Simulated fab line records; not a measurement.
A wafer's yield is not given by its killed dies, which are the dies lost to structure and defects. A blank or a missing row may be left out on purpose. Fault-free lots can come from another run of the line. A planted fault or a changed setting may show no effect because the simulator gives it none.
Which tool was responsible? ; flow berkeley-cmos170 ; 14 lots with 42 wafers sampled at 3 steps, on a route of 331 steps

== WHAT THE GAUGES READ, wafer by wafer ==
UCB170_M2_RS_MEAS_02: measurement is done with a four-point probe.
lot;measured;on;M2_AL_RS (ohm/sq)
L327;day 7 19:46;film-metro-02;0.0322 0.0319 0.0319
L328;day 7 20:04;film-metro-03;0.0321 0.0325 0.0323
L330;day 8 02:44;film-metro-03;0.0322 0.0325 0.0320
L329;day 8 03:00;film-metro-02;0.0316 0.0314 0.0315
L331;day 8 21:05;film-metro-02;0.0323 0.0320 0.0323
L332;day 8 21:21;film-metro-03;0.0316 0.0314 0.0317
L333;day 9 04:16;film-metro-03;0.0314 0.0318 0.0313
L335;day 9 10:16;film-metro-04;0.0318 0.0316 0.0319
L336;day 9 23:34;film-metro-04;0.0323 0.0323 0.0323
L337;day 9 23:44;film-metro-03;0.0317 0.0321 0.0319
L340;day 10 15:22;film-metro-04;0.0329 0.0333 0.0331
L342;day 11 02:21;film-metro-02;0.0322 0.0323 0.0322
L341;day 11 02:28;film-metro-03;0.0335 0.0334 0.0339
L350;day 12 07:04;film-metro-03;0.0319 0.0320 0.0320

UCB170_M2_THK_MEAS_03: measures by xrf.
lot;measured;on;M2_AL_THK (nm)
L327;day 7 19:52;film-metro-02;910 917 922
L328;day 7 20:11;film-metro-03;914 911 911
L330;day 8 02:52;film-metro-03;921 911 921
L329;day 8 03:07;film-metro-02;929 939 929
L331;day 8 21:11;film-metro-02;908 907 906
L332;day 8 21:28;film-metro-03;940 939 929
L333;day 9 04:23;film-metro-03;938 932 939
L335;day 9 10:23;film-metro-04;936 944 936
L336;day 9 23:40;film-metro-04;916 921 924
L337;day 9 23:51;film-metro-03;929 919 924
L340;day 10 15:29;film-metro-04;897 883 890
L342;day 11 02:28;film-metro-02;912 907 911
L341;day 11 02:34;film-metro-03;879 881 875
L350;day 12 07:10;film-metro-03;924 921 916

== WHAT TOOL EACH LOT RAN ON (gives the tool, then ch and the chambers of the sampled wafers, and finally the start) ==
lot;UCB170_M2_SPUTTER_01
L327;pvd-sputter-02, day 7 19:40
L328;pvd-sputter-03, day 7 19:59
L330;pvd-sputter-02, day 8 02:39
L329;pvd-sputter-03, day 8 02:53
L331;pvd-sputter-02, day 8 20:58
L332;pvd-sputter-04, day 8 21:15
L333;pvd-sputter-02, day 9 04:10
L335;pvd-sputter-02, day 9 10:11
L336;pvd-sputter-03, day 9 23:27
L337;pvd-sputter-02, day 9 23:38
L340;pvd-sputter-02, day 10 15:17
L342;pvd-sputter-03, day 11 02:16
L341;pvd-sputter-02, day 11 02:22
L350;pvd-sputter-04, day 12 06:57
- UCB170_M2_SPUTTER_01: material Al, target thk 900 nm, time 120 s.

== WHAT THE TOOLS THEMSELVES READ (means of the sampled wafers that have a number; where no wafer has one, the mark that the record gives instead) ==
UCB170_M2_SPUTTER_01.
lot;tool;chamber-pressure-pa (Pa);throttle-valve-pct (%)
L327;pvd-sputter-02;0.5008;30.3
L328;pvd-sputter-03;0.4998;29.7
L330;pvd-sputter-02;0.4994;30.4
L329;pvd-sputter-03;0.5003;29.5
L331;pvd-sputter-02;0.4996;28.8
L332;pvd-sputter-04;0.4994;30.5
L333;pvd-sputter-02;0.5010;28.8
L335;pvd-sputter-02;0.4994;29.4
L336;pvd-sputter-03;0.4999;29.6
L337;pvd-sputter-02;0.5004;29.5
L340;pvd-sputter-02;0.5793;27.6
L342;pvd-sputter-03;0.4994;29.4
L341;pvd-sputter-02;0.5783;28.0
L350;pvd-sputter-04;0.5001;30.6

== THE ANSWER, worked out from the rows above alone ==
Rule: the lots themselves supply what counts as usual. The widest of any qualifying gaps counts: lots, ordered by their means at a reading, are off when they make up no more than a third of the lots, leave a main group of 4 or more, and stand apart from it by 3 or more times the standard deviation of that group's means. The tables above print the reading to a certain number of digits; a main group whose means all agree to those digits is not used. Also off: a lot with no number at a reading for which 4 or more lots have one. All remaining lots with rows at the step are treated as sound. The gauges are gone through in route order, then the tools' own readings, and for those a lot's mean is taken as printed above. The first step at which some lot is off is used, and at that step the reading that is off furthest; a lot without a number counts as furthest.
Off, at UCB170_M2_SPUTTER_01 on chamber-pressure-pa: L340, L341. The main group has a mean of 0.5000 Pa with a standard deviation of 0.00054.
If a tool, at that step or one of the process steps before it, ran each lot that is off and ran no sound lot following the first of them, it fits. One candidate fits, namely pvd-sputter-02 at UCB170_M2_SPUTTER_01. Its last sound lot is L337 (day 9 23:38), its first lot that is off L340 (day 10 15:17): a fault that began between those two fits.
The tool's own readings at UCB170_M2_SPUTTER_01 bear it out: on the lots that are off they differ by more than 5 times the standard deviation of the sound lots' means. chamber-pressure-pa reads 0.5788 Pa there against 0.5000 Pa on the sound lots.

== WHAT WAS PUT IN BY THE SIMULATOR ==
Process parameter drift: pvd-sputter-02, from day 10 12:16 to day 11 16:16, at UCB170_M2_SPUTTER_01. Setting chamber-pressure-pa, moved by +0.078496, from 0.5. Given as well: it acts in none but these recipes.
Lots struck among those shown: L340, L341. Same finding as the rule above.
